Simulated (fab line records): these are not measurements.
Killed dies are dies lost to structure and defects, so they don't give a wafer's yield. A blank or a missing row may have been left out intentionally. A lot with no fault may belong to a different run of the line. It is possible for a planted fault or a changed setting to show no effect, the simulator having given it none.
What tool caused it?    flow berkeley_cmos170    15 lots, 45 wafers sampled, at 6 steps of a route of 331

## WHAT THE GAUGES READ, wafer by wafer
UCB170_ACTIVE_CD_MEAS_90 targets a cd of 1200 nm.
lot   measured      on         cd_nm (nm)
L306  day 5 18:44   cd_sem-01  1200.2 1199.8 1199.2
L307  day 6 02:22   cd_sem-01  1202.1 1201.8 1200.9
L308  day 6 02:37   cd_sem-01  - - -
L309  day 6 14:02   cd_sem-01  - - -
L313  day 7 02:39   cd_sem-01  1199.1 1200.5 1199.7
L311  day 7 02:37   cd_sem-02  - - -
L319  day 8 00:41   cd_sem-01  1200.6 1198.9 1199.0
L320  day 8 00:58   cd_sem-01  1203.1 1202.3 1200.6
L321  day 8 01:19   cd_sem-02  1199.4 1199.8 1198.8
L322  day 8 15:27   cd_sem-02  1199.5 1199.3 1199.2
L323  day 8 15:43   cd_sem-02  1199.3 1198.9 1200.0
L324  day 8 15:53   cd_sem-02  1201.5 1202.4 1202.3
L326  day 9 02:49   cd_sem-02  1199.0 1198.8 1198.8
L327  day 9 15:19   cd_sem-02  1202.2 1201.1 1200.5
L329  day 10 05:05  cd_sem-01  1201.4 1200.5 1200.8

UCB170_V2_THK_MEAS_01.
lot   measured      on             V2_TEOS_THK (nm)
L306  day 9 11:33   film_metro-02  1968 2052 2028
L307  day 9 18:21   film_metro-04  1987 1963 1984
L313  day 11 15:14  film_metro-02  1976 2011 2022
L319  day 12 14:49  film_metro-02  2001 2012 1971
L320  day 12 20:46  film_metro-03  1978 1983 1988
L321  day 12 13:56  film_metro-02  1981 1999 2034
L322  day 13 00:46  film_metro-04  2026 2019 1998
L323  day 12 22:33  film_metro-03  2009 1990 2048
L324  day 12 23:59  film_metro-02  1968 1975 1974
L326  day 13 03:01  film_metro-02  1980 1995 2036
L327  day 13 20:29  film_metro-03  1988 1963 2009
L329  day 14 05:39  film_metro-04  1971 1978 2029

## WHICH TOOL RAN EACH LOT (tool, then ch and the chambers of the sampled wafers, then the start)
lot   UCB170_NWELL_ETCH_13               UCB170_ACTIVE_ETCH_15               UCB170_ACTIVE_STRIP_16                UCB170_PFIELD_STRIP_08
L306  rie_diel-01 ch 1,2, day 2 06:16    rie_diel-04 ch 1,3, day 5 18:28     plasma_asher-02 ch 1, day 5 18:34     plasma_asher-01 ch 1, day 5 21:44
L307  rie_diel-01 ch 1,2,3, day 2 19:27  rie_diel-03 ch 0,1,2, day 6 02:10   plasma_asher-02 ch 0,1, day 6 02:16   plasma_asher-01 ch 0,1, day 6 06:30
L308  rie_diel-03 ch 0,2,3, day 2 20:02  rie_diel-04 ch 1,2,3, day 6 02:23   plasma_asher-01 ch 0,1, day 6 02:29   -
L309  rie_diel-02 ch 0,1, day 3 23:38    rie_diel-03 ch 2,3, day 6 13:47     plasma_asher-04 ch 0,1, day 6 13:53   -
L313  rie_diel-02 ch 0,1, day 4 07:19    rie_diel-03 ch 1,3, day 7 02:23     plasma_asher-01 ch 0,1, day 7 02:31   plasma_asher-01 ch 0,1, day 7 04:43
L311  rie_diel-01 ch 0,2,3, day 4 07:34  rie_diel-04 ch 0,1, day 7 02:22     plasma_asher-02 ch 0,1, day 7 02:30   -
L319  rie_diel-01 ch 1,3, day 5 16:59    rie_diel-04 ch 0,3, day 8 00:29     plasma_asher-04 ch 1, day 8 00:35     plasma_asher-01 ch 0,1, day 8 03:59
L320  rie_diel-01 ch 0,1,3, day 5 23:52  rie_diel-01 ch 0,1,3, day 8 00:44   plasma_asher-04 ch 0,1, day 8 00:52   plasma_asher-03 ch 0,1, day 8 04:17
L321  rie_diel-02 ch 1,2, day 6 00:19    rie_diel-04 ch 1,3, day 8 01:05     plasma_asher-01 ch 0,1, day 8 01:11   plasma_asher-04 ch 0,1, day 8 04:20
L322  rie_diel-02 ch 2,3, day 6 07:49    rie_diel-03 ch 0,1,2, day 8 15:14   plasma_asher-01 ch 0,1, day 8 15:20   plasma_asher-01 ch 0,1, day 8 17:25
L323  rie_diel-03 ch 0,1,2, day 6 07:49  rie_diel-04 ch 1,2,3, day 8 15:28   plasma_asher-04 ch 0,1, day 8 15:36   plasma_asher-03 ch 0,1, day 8 17:37
L324  rie_diel-01 ch 0,1,3, day 6 07:52  rie_diel-03 ch 1,3, day 8 15:40     plasma_asher-01 ch 0,1, day 8 15:46   plasma_asher-01 ch 0,1, day 8 17:58
L326  rie_diel-01 ch 0,1, day 6 13:40    rie_diel-01 ch 0,2,3, day 9 02:35   plasma_asher-02 ch 0,1, day 9 02:41   plasma_asher-03 ch 0,1, day 9 04:20
L327  rie_diel-02 ch 0,1,2, day 7 03:16  rie_diel-03 ch 0,3, day 9 15:07     plasma_asher-02 ch 0,1, day 9 15:13   plasma_asher-04 ch 0,1, day 9 16:49
L329  rie_diel-02 ch 0,1,2, day 7 11:37  rie_diel-04 ch 0,1,2, day 10 04:53  plasma_asher-01 ch 0,1, day 10 04:59  plasma_asher-04 ch 0,1, day 10 06:32
- UCB170_NWELL_ETCH_13: etches Si3N4 in CH3F/Ar/O2, stops on SiO2, target depth 246.4 nm, time 154 s.
- UCB170_ACTIVE_ETCH_15: etches Si3N4 in CH3F/Ar/O2, stops on SiO2, target depth 242 nm, time 151 s.
- UCB170_ACTIVE_STRIP_16: strips in O2.
- UCB170_PFIELD_STRIP_08: strips in O2.

## AS READ BY THE TOOLS THEMSELVES (means over the sampled wafers that have a number; for cases with no such wafer, the mark the record gives instead)
UCB170_NWELL_ETCH_13.
lot   tool         CH3F_flow_sccm (sccm)  O2_flow_sccm (sccm)  drypump_motor_current_A (A)  oes_product_au (a.u.)  throttle_valve_pct (%)
L306  rie_diel-01  20.02                  7.014                5.76                         0.952                  8.11
L307  rie_diel-01  19.94                  7.002                5.72                         0.938                  8.11
L308  rie_diel-03  20.00                  6.986                5.64                         0.924                  8.13
L309  rie_diel-02  19.96                  7.014                5.62                         0.936                  8.08
L313  rie_diel-02  20.01                  7.006                5.59                         0.927                  8.12
L311  rie_diel-01  20.04                  6.979                5.79                         0.922                  7.99
L319  rie_diel-01  20.01                  6.990                5.87                         0.933                  8.14
L320  rie_diel-01  19.96                  6.979                5.92                         0.926                  8.02
L321  rie_diel-02  19.96                  7.004                5.69                         0.928                  8.07
L322  rie_diel-02  19.94                  7.009                5.66                         0.945                  8.08
L323  rie_diel-03  20.03                  6.987                5.89                         0.936                  8.06
L324  rie_diel-01  19.98                  7.002                5.94                         0.926                  8.01
L326  rie_diel-01  20.02                  7.003                6.02                         0.926                  7.90
L327  rie_diel-02  20.03                  6.985                5.70                         0.937                  8.04
L329  rie_diel-02  19.99                  6.985                5.71                         0.928                  8.04

UCB170_ACTIVE_ETCH_15.
lot   tool         CH3F_flow_sccm (sccm)  O2_flow_sccm (sccm)  drypump_motor_current_A (A)  oes_product_au (a.u.)  throttle_valve_pct (%)
L306  rie_diel-04  20.00                  6.975                6.0                          0.950                  8.02
L307  rie_diel-03  19.98                  7.006                5.9                          0.928                  8.05
L308  rie_diel-04  -                      -                    -                            -                      -
L309  rie_diel-03  -                      -                    -                            -                      -
L313  rie_diel-03  20.01                  6.978                6.0                          0.926                  7.91
L311  rie_diel-04  -                      -                    -                            -                      -
L319  rie_diel-04  20.01                  7.021                5.7                          0.948                  8.00
L320  rie_diel-01  19.94                  6.992                5.9                          0.928                  8.02
L321  rie_diel-04  20.04                  6.992                5.6                          0.952                  8.06
L322  rie_diel-03  20.00                  6.986                5.9                          0.926                  8.04
L323  rie_diel-04  20.01                  7.001                5.5                          0.939                  8.10
L324  rie_diel-03  19.97                  6.999                5.7                          0.925                  7.98
L326  rie_diel-01  19.97                  7.017                5.8                          0.921                  7.99
L327  rie_diel-03  20.01                  6.974                5.8                          0.935                  8.07
L329  rie_diel-04  20.02                  7.003                5.1                          0.951                  8.12

UCB170_ACTIVE_STRIP_16.
lot   tool             drypump_motor_current_A (A)  oes_product_au (a.u.)  strip_time_to_endpoint_s (s)
L306  plasma_asher-02  5.3                          0.722                  18.19
L307  plasma_asher-02  6.2                          0.713                  18.16
L308  plasma_asher-01  6.2                          0.736                  21.65
L309  plasma_asher-04  5.7                          0.736                  21.66
L313  plasma_asher-01  6.2                          0.720                  18.02
L311  plasma_asher-02  6.2                          0.733                  21.68
L319  plasma_asher-04  5.3                          0.721                  18.04
L320  plasma_asher-04  6.2                          0.721                  17.95
L321  plasma_asher-01  6.2                          0.719                  18.03
L322  plasma_asher-01  6.1                          0.720                  18.22
L323  plasma_asher-04  6.2                          0.721                  18.00
L324  plasma_asher-01  6.2                          0.724                  18.11
L326  plasma_asher-02  6.2                          0.720                  18.06
L327  plasma_asher-02  5.7                          0.719                  18.07
L329  plasma_asher-01  6.2                          0.717                  18.08

UCB170_PFIELD_STRIP_08.
lot   tool             drypump_motor_current_A (A)  oes_product_au (a.u.)  strip_time_to_endpoint_s (s)
L306  plasma_asher-01  6.3                          0.732                  21.59
L307  plasma_asher-01  6.1                          0.730                  21.60
L313  plasma_asher-01  6.1                          0.738                  21.65
L319  plasma_asher-01  6.1                          0.733                  21.60
L320  plasma_asher-03  6.5                          0.737                  21.57
L321  plasma_asher-04  6.2                          0.734                  21.60
L322  plasma_asher-01  6.1                          0.732                  21.64
L323  plasma_asher-03  6.3                          0.741                  21.53
L324  plasma_asher-01  6.1                          0.738                  21.59
L326  plasma_asher-03  6.5                          0.736                  21.58
L327  plasma_asher-04  5.8                          0.736                  21.60
L329  plasma_asher-04  6.2                          0.733                  21.62

## THE ANSWER, worked out from the rows above alone
Rule: usual is defined by the lots themselves. The widest of any qualifying gaps counts: lots, ordered by their means at a reading, are off when they make up no more than a third of the lots, leave a main group of 4 or more, and stand apart from it by 3 or more times the standard deviation of that group's means. The tables above print the reading to a certain number of digits; a main group whose means all agree to those digits is not used. Also off: a lot with no number at a reading for which 4 or more lots have one. The other lots that the step has rows for count as sound. Order of review: gauges by route order, followed by the tools' own readings, for which a lot's mean as printed above is used. At the first step where some lot is off, the reading lying furthest off is the one used; lots without a number count as furthest.
Off: L308, L309, L311 (UCB170_ACTIVE_CD_MEAS_90, cd_nm). Without a number there: L308, L309, L311. The main group: mean 1200.3 nm, standard deviation 1.1.
If a tool, at a process step before that reading, ran all the lots that are off and no sound lot after the first of them, it fits. The gauges at UCB170_ACTIVE_CD_MEAS_90 aren't tried: what is off there is off at UCB170_ACTIVE_ETCH_15 too, on other tools, and a gauge's error can't cause that. Of those tried, none fits.

## WHAT THE SIMULATOR HAD INSERTED
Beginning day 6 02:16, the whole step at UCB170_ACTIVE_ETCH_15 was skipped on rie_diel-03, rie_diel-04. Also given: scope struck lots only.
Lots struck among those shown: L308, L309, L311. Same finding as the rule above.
